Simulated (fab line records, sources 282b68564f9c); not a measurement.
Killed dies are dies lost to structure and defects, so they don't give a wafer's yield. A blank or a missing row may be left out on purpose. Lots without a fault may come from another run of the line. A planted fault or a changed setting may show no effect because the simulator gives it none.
fab line records | flow rit_cmos
record lots=6 wafers=18 last_day=7
route steps=202 shown NLDD@105 PLDD@114
lots that met no fault: from a run of the same line without faults
start_h: hours from the record's first day to the start of the lot's first wafer shown | wait_h: hours since the lot's step before | " the same as in the row above | L1.1+2: a row that stands for several wafers | - no value, or no start given | * or withheld: withheld | < > ~ a bound
route shown NAME@n: a module of which the file shows steps, and the number in the route of the first | usual: mean/standard deviation of fault-free wafers | same: alike in all rows | chamber/n: place in a boat | sites: the reading at each site | _std_site: their standard deviation | _edge_site: outer sites' mean less inner sites' | radius_mm: how far each site lies from the wafer's centre | mask NAME#n: copy n | behind: the tool/chamber that last shaped the wafer | hold: why the lot was held/for how many hours/how that ended | device: the transistor (n, p or np) that didn't switch | end of line: the same wafers' tests at the end of the route | a step without rows: its recipe alone | killed: dies lost to structure and defects at the first sort, not the wafer's yield | map: a wafer's dies, x killed, . not, _ none there
set.NAME: the setting as run; set.NAME@STEP: as run at that earlier step | model.NAME: the simulator's own value behind a step, which no gauge read
lots at some steps of the route; a table a step, a row a wafer
services: from which hour (start_h, from the record's first day; less than 0 if before it) a tool's chamber was out of use, for how many hours, and why
## steps
# step RIT_NLDD_SOFTBAKE_02
# recipe resist=NOVOLAK temp_c=90 time_s=60
# step RIT_NLDD_EXPOSE_03
# recipe mask_id=M7 na=0.57 target_cd_nm=40700 dose_mj=250
# step RIT_NLDD_PEB_04
# recipe resist=NOVOLAK temp_c=withheld time_s=withheld
# step RIT_NLDD_DEVELOP_05
# recipe resist=NOVOLAK develop_time_s=50 dev_temp_c=23
# step RIT_NLDD_OVL_MEAS_06
# usual NLDD_OVL=-1.2/1.2
# columns lot.wafer tool chamber start_h wait_h NLDD_OVL[nm]
L612.1 overlay-01 - 61.22 - -1.7
L612.2 " - " " -1.6
L612.5 " - " " -3.3
L614.1 overlay-02 - 73.29 - -1.3
L614.2 " - " " -1.4
L614.5 " - " " -0.1
L622.1 overlay-02 - 108.54 - -3.6
L622.3 " - " " -1.6
L622.4 " - " " -0.9
L623.2 overlay-02 - 116.77 - -0.3
L623.4 " - " " -0.2
L623.5 " - " " -1.9
L628.3 overlay-02 - 145.62 - -1.4
L628.5 " - " " -1.5
L628.6 " - " " -0.5
L629.1 overlay-01 - 146.08 - -1.5
L629.2 " - " " 0.0
L629.3 " - " " -1.1
# step RIT_NLDD_HARDBAKE_07
# recipe resist=NOVOLAK temp_c=140 time_s=60
# step RIT_NLDD_IMPLANT_08
# recipe species=P energy_kev=20 dose_cm2=5e+14 tilt_deg=7.245
# step RIT_NLDD_STRIP_09
# recipe chemistry=O2 time_s=180 resist=NOVOLAK platen_temp_c=withheld power_w=500 pressure_mtorr=4000 o2_flow_sccm=4000
# usual drypump_motor_current_A=5.8/0.48 o2_flow_sccm=4000/12
# columns lot.wafer tool chamber start_h wait_h drypump_motor_current_A o2_flow_sccm rf_hours_counter_h
L612.1 plasma_asher-01 0 61.56 0.1 5.7 3996 41
L612.2 " 1 " " 5.7 3997 41
L612.5 " 1 " " 5.7 4009 -
L614.1 plasma_asher-02 1 73.68 0.1 6.6 3995 30
L614.2 " 0 " " 5.5 4015 30
L614.5 " 1 " " 6.7 3993 -
L622.1 plasma_asher-02 1 108.88 0.1 6.7 3994 34
L622.3 " 0 " " 5.5 3993 -
L622.4 " 1 " " 6.6 3995 -
L623.2 plasma_asher-04 0 117.10 0.1 5.7 3983 47
L623.4 " 0 " " 5.6 3985 -
L623.5 " 0 " " 5.6 3977 -
L628.3 plasma_asher-01 0 146.00 0.1 5.7 4009 -
L628.5 " 1 " " 5.6 3996 -
L628.6 " 0 " " 5.7 4004 -
L629.1 plasma_asher-04 0 146.41 0.1 5.6 4014 50
L629.2 " 1 " " 5.2 4002 50
L629.3 " 0 " " 5.7 4011 -
# step RIT_NLDD_TW_MEAS_10
# usual NLDD_TW=2480/15
# columns lot.wafer tool chamber start_h wait_h NLDD_TW
L612.1 film_metro-02 - 61.73 0.1 2483
L612.2 " - " " 2476
L612.5 " - " " 2470
L614.1 film_metro-02 - 73.85 0.1 2485
L614.2 " - " " 2492
L614.5 " - " " 2485
L622.1 film_metro-04 - 109.05 0.1 2456
L622.3 " - " " 2466
L622.4 " - " " 2468
L623.2 film_metro-02 - 117.29 0.1 2492
L623.4 " - " " 2487
L623.5 " - " " 2482
L628.3 film_metro-02 - 146.13 0.1 2501
L628.5 " - " " 2491
L628.6 " - " " 2489
L629.1 film_metro-03 - 146.59 0.1 2501
L629.2 " - " " 2481
L629.3 " - " " 2489
# step RIT_PLDD_HMDS_00
# recipe prime_time_s=60 prime_temp_c=140
# step RIT_PLDD_COAT_01
# recipe resist=NOVOLAK spin_rpm=3250 resist_thk_nm=1000
# step RIT_PLDD_SOFTBAKE_02
# recipe resist=NOVOLAK temp_c=90 time_s=60
# step RIT_PLDD_EXPOSE_03
# recipe mask_id=M8 na=0.57 target_cd_nm=40900 dose_mj=250
# usual exposure_dose_mJ_cm2=250.04/0.25 focus_offset_nm=-0.1/0.52 stage_vel_mm_s=499.99/0.24
# columns lot.wafer tool chamber start_h wait_h mask exposure_dose_mJ_cm2 focus_offset_nm stage_vel_mm_s
L612.1 iline_stepper-01 0 62.24 0.1 M8#0 249.93 -0.4 500.29
L612.2 " 0 " " M8#0 250.14 -0.2 500.25
L612.5 " 0 " " M8#0 249.80 0.1 500.54
L614.1 iline_stepper-01 0 74.49 0.2 M8#0 250.41 -0.1 499.83
L614.2 " 0 " " M8#0 250.26 0.1 499.89
L614.5 " 0 " " M8#0 250.01 0.1 500.31
L622.1 iline_stepper-02 - 109.56 0.1 M8#0 - - -
L622.3 " - " " M8#0 - - -
L622.4 " - " " M8#0 - - -
L623.2 iline_stepper-01 - 117.93 0.2 M8#0 - - -
L623.4 " - " " M8#0 - - -
L623.5 " - " " M8#0 - - -
L628.3 iline_stepper-01 0 146.79 0.2 M8#0 249.88 0.2 499.96
L628.5 " 0 " " M8#0 249.94 0.4 499.84
L628.6 " 0 " " M8#0 250.24 -0.1 499.88
L629.1 iline_stepper-01 0 147.10 0.1 M8#0 249.83 0.9 500.35
L629.2 " 0 " " M8#0 250.13 -0.2 500.22
L629.3 " 0 " " M8#0 250.21 0.5 500.14
# step RIT_PLDD_PEB_04
# recipe resist=NOVOLAK temp_c=withheld time_s=withheld
## services
# columns tool chamber start_h hours kind
plasma_asher-04 - 37.92 1.1 repair
iline_stepper-02 - 100.88 1.7 pm
plasma_asher-01 - 108.75 9.0 pm
plasma_asher-01 0 108.75 9.0 vent_cycle
plasma_asher-01 1 108.75 9.0 vent_cycle
plasma_asher-01 0 117.75 - clean
plasma_asher-01 1 117.75 - clean
plasma_asher-04 - 143.32 2.8 pm
## key
first_sign step=RIT_PLDD_EXPOSE_03 reading=tool_record direction=missing
effect none on later readings
met_at RIT_PLDD_EXPOSE_03
struck_wafers L622.1,L622.3,L622.4,L623.2,L623.4,L623.5
sort_left_out L622.1,L622.3,L622.4,L623.2,L623.4,L623.5
tester_left_out L622,L623
onset_between 74.49 109.56
fault kind=skipped_step_whole tool=iline_stepper-01,iline_stepper-02 chamber=- onset_h=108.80 steps=RIT_PLDD_EXPOSE_03 scope=struck_lots_only
# tester_left_out: of these lots the tester's yield and bins aren't shown, on N5 and GAA mostly nor the transistor test; their killed dies are dies lost to structure and defects alone, not to doping, threshold or leakage, so they don't give the yield
# sort_left_out: the simulated sort isn't trusted on such a fault, so these wafers' sort isn't shown, and their yield isn't known
